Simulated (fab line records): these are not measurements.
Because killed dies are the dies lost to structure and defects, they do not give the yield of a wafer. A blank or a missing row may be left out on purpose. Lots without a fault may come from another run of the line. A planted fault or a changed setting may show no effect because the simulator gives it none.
A struck lot beside a sound one    flow berkeley cmos170    15 out of 331 route steps
Sound: these wafers, L373.1, L373.4, L373.5. The struck wafers were L366.1, L366.2, L366.4. The cause is named last.
Each step with rows lists, per side, the tool, then ch with its chambers, then its first start. Under that, the readings that differ: sound wafers    struck wafers    difference of the means    sigmas: that difference in standard deviations of wafers without a fault.
alike: words and numbers the same on both sides, and readings whose means are apart by under 2 such deviations; not compared: readings that were withheld, readings missing a value for some wafer, numbers with overlapping values and no deviation given by the record, and bounds like >300 which may hide the same value.
Wherever a step has rows on one side only, a row that says differs or no value, or a row with sigmas, the two part there. Numbers that have no deviation but don't overlap get no sigmas and don't part them. Lack of a reading on every wafer of one side parts them only where that side has two or more wafers.

UCB170_V1_CMP_02: polishes SiO2.
  sound on cmp-01 ch 2,3, day 10 18:53; struck on cmp-02 ch 0,1,2, day 9 19:47
  alike: motor current A
UCB170_V1_BOW_MEAS_03:
  struck on film metro-02, day 9 20:05; sound on film metro-02, day 10 19:11
  alike: V1_BOW
UCB170_V1_THK_MEAS_04:
  struck on film metro-02, day 9 20:12; sound on film metro-02, day 10 19:18
  alike: V1_POLISHED_THK
then, 7 steps without rows for these wafers: UCB170_V1_CLEAN_05 (cleans in DIW); UCB170_V1_HMDS_06 (prime time 60 s); UCB170_V1_COAT_07 (resist thk 900 nm); UCB170_V1_SOFTBAKE_08 (time 60 s); UCB170_V1_EXPOSE_09 (exposes mask VIA1, target cd 700 nm); UCB170_V1_PEB_10; UCB170_V1_DEVELOP_11 (develop time 45 s).
UCB170_V1_CD_MEAS_12: target cd 700 nm.
  struck on cd sem-01, day 9 21:40; sound on cd sem-01, day 11 00:31
  alike: cd nm
UCB170_V1_OVL_MEAS_13:
  struck on overlay-01, day 9 21:47; sound on overlay-02, day 11 00:38
  alike: V1_OVL
UCB170_V1_ETCH_14: etches SiO2 in CHF3/CF4/Ar, stops on Al, target depth 1250 nm, time 291 s.
  sound on rie diel-02 ch 0,3, day 11 00:40; struck on rie diel-01 ch 0,2,3, day 9 21:49
  no value came back on the struck wafers for any of 5 readings (CHF3_flow_sccm (sccm), cf4 flow sccm (sccm) and others); on the sound wafers CHF3_flow_sccm (sccm) reads 44.89 45.03 44.99
reading                              sound            struck             difference  sigmas
model.KrF_of_V1_COAT_07.thk nm (nm)  610.1 610.8 613  888.5 888.6 885.6  +276.3      
  not compared: rf hours counter h
UCB170_V1_STRIP_15: strips in O2.
  sound on plasma asher-03 ch 0,1, day 11 00:51; struck on plasma asher-03 ch 0,1, day 9 22:00
reading                       sound              struck             difference  sigmas
oes product au (a.u.)         0.723 0.723 0.714  0.731 0.730 0.736  +0.012      +3
strip time to endpoint s (s)  15.33 15.34 15.39  21.70 21.68 21.64  +6.32       +76
  alike: drypump motor current A
  not compared: rf hours counter h
UCB170_V1_CD_MEAS_90: target cd 700 nm.
  struck on cd sem-01, day 9 22:06; sound on cd sem-01, day 11 00:57
reading     sound              struck  difference                     sigmas
cd nm (nm)  702.5 700.5 701.9  - - -   no value on the struck wafers  

WHERE THEY PART
Last at UCB170_V1_CD_MEAS_90 as far as this record goes, first at UCB170_V1_ETCH_14.

WHY: what the simulator had put in
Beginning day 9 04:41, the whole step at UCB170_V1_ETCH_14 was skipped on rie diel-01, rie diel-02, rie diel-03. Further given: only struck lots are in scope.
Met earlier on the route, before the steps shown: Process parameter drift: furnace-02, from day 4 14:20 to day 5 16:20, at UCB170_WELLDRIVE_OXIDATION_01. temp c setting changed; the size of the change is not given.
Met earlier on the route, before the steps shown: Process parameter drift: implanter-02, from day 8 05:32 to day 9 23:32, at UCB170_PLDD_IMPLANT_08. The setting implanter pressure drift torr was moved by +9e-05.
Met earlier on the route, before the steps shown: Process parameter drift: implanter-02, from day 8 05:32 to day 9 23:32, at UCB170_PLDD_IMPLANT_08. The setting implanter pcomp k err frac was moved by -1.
